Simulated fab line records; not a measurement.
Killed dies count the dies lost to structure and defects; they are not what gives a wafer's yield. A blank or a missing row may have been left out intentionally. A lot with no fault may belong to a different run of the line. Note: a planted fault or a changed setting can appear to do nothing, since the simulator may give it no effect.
Split-lot trial | flow berkeley cmos170 | 5 lots, 23 wafers read, on a route of 331 steps

== ABOUT THE SPLIT ==
At UCB170_V1_PEB_10, the setting peb temp c was moved away from the recipe's 130 C on 11 of the 23 wafers read, by -2.8% to +2.5%. All remaining wafers had this setting at the recipe value.

== FROM THE SPLIT TO THE READING: what the file shows between them, 4 steps ==
- UCB170_V1_DEVELOP_11: develop time 45 s
- UCB170_V1_CD_MEAS_12: target cd 700 nm
- UCB170_V1_ETCH_14: etches SiO2 in CHF3/CF4/Ar, stops on Al, target depth 1250 nm, time 291 s
- UCB170_V1_STRIP_15: strips in O2

== THE READING ==
cd nm, in nm, at UCB170_V1_CD_MEAS_90 (target cd 700 nm). Typical for fault-free wafers on this fab line: 700.2 nm, with standard deviation 1.6 nm.

wafer  | tool, chamber at the split | peb temp c as run, C | against the recipe | cd nm, nm | against lot-mates on the recipe
L074.1 | litho track-02, 0          | 126.4                | -2.8%              | 672.6     | -27.0
L074.2 | litho track-02, 0          | 130                  | recipe             | 700.3     | -
L074.3 | litho track-02, 0          | 130                  | recipe             | 699.0     | -
L074.4 | litho track-02, 0          | 126.4                | -2.8%              | 670.3     | -29.4
L074.5 | litho track-02, 0          | 126.4                | -2.8%              | 672.5     | -27.1
L076.1 | litho track-02, 0          | 130                  | recipe             | 699.2     | -
L076.2 | litho track-02, 0          | 130                  | recipe             | 701.6     | -
L076.6 | litho track-02, 0          | 130                  | recipe             | 700.3     | -
L085.1 | litho track-03, 0          | 130                  | recipe             | 702.0     | -
L085.2 | litho track-03, 0          | 131                  | +0.8%              | 704.7     | +3.2
L085.4 | litho track-03, 0          | 131                  | +0.8%              | 706.8     | +5.3
L085.5 | litho track-03, 0          | 130                  | recipe             | 700.9     | -
L085.6 | litho track-03, 0          | 131                  | +0.8%              | 706.0     | +4.5
L082.2 | litho track-02, 0          | 133.3                | +2.5%              | 718.0     | +19.3
L082.3 | litho track-02, 0          | 130                  | recipe             | 698.9     | -
L082.4 | litho track-02, 0          | 130                  | recipe             | 697.8     | -
L082.5 | litho track-02, 0          | 130                  | recipe             | 699.4     | -
L082.6 | litho track-02, 0          | 133.3                | +2.5%              | 717.4     | +18.7
L080.1 | litho track-03, 0          | 130                  | recipe             | 702.1     | -
L080.2 | litho track-03, 0          | 130                  | recipe             | 702.4     | -
L080.4 | litho track-03, 0          | 131.1                | +0.8%              | 709.0     | +6.8
L080.5 | litho track-03, 0          | 131.1                | +0.8%              | 709.6     | +7.4
L080.6 | litho track-03, 0          | 131.1                | +0.8%              | 707.4     | +5.1

FIT RESULTS
A straight line over all 23 wafers: cd nm changes by +9.06 nm for each +1% of peb temp c; r = +0.98; the points scatter about the line by 2.3 nm.
The same after taking each lot's own level away (the mean of its wafers on the recipe; 23 wafers): +8.95 nm for each +1%; r = +0.99; scatter 1.7 nm.
The reading moves by 25 nm for the largest change in peb temp c, on that fit.
From 698.70 to 702.25 nm: that is the span of the lots' own levels, equal to 2.2 times the standard deviation above.
The two slopes agree, so the slope changes little with the lot-to-lot level.
Check: -25.6 nm against its lot-mates is what the line predicts for one of the wafers moved furthest among these (-2.8%) when that wafer is left out of the fit. Against them it came out at -27 nm.

== ADDITIONAL SPLITS CARRIED BY THESE WAFERS ==
Before the reading, these wafers also passed through other splits. Each is held against what the fit with the lots' levels taken away leaves over:
other split on the same wafers       | wafers away from the commonest value | r with cd nm (lot level and that fit taken away)
UCB170_PSD_PEB_04 peb temp c         | 9                                    | +0.24
UCB170_NSD_COAT_01 resist thk nm     | 4                                    | +0.68
UCB170_CONTACT_COAT_04 resist thk nm | 8                                    | -0.19
UCB170_CONTACT_SOFTBAKE_05 time s    | 11                                   | -0.21
UCB170_M1_SPUTTER_00 power w         | 5                                    | -0.03

== THE WHOLE CHAIN: every reading that the file lists as answering this split, in the file's order ==
step                 | what it does                                                              | reading                                                   | change (the file's fit)              | r (the file's)
UCB170_V1_CD_MEAS_12 | target cd 700 nm                                                          | cd nm                                                     | +8.81 nm for each +1% of the setting | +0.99
UCB170_V1_ETCH_14    | etches SiO2 in CHF3/CF4/Ar, stops on Al, target depth 1250 nm, time 291 s | V1.cd nm (the simulator's own value, which no gauge read) | +8.75 nm for each +1% of the setting | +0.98
UCB170_V1_CD_MEAS_90 | target cd 700 nm                                                          | cd nm                                                     | +8.7 nm for each +1% of the setting  | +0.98

== THE FILE'S OWN FIT ==
cd nm changes by +8.7 nm for each +1% of peb temp c, r = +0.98.
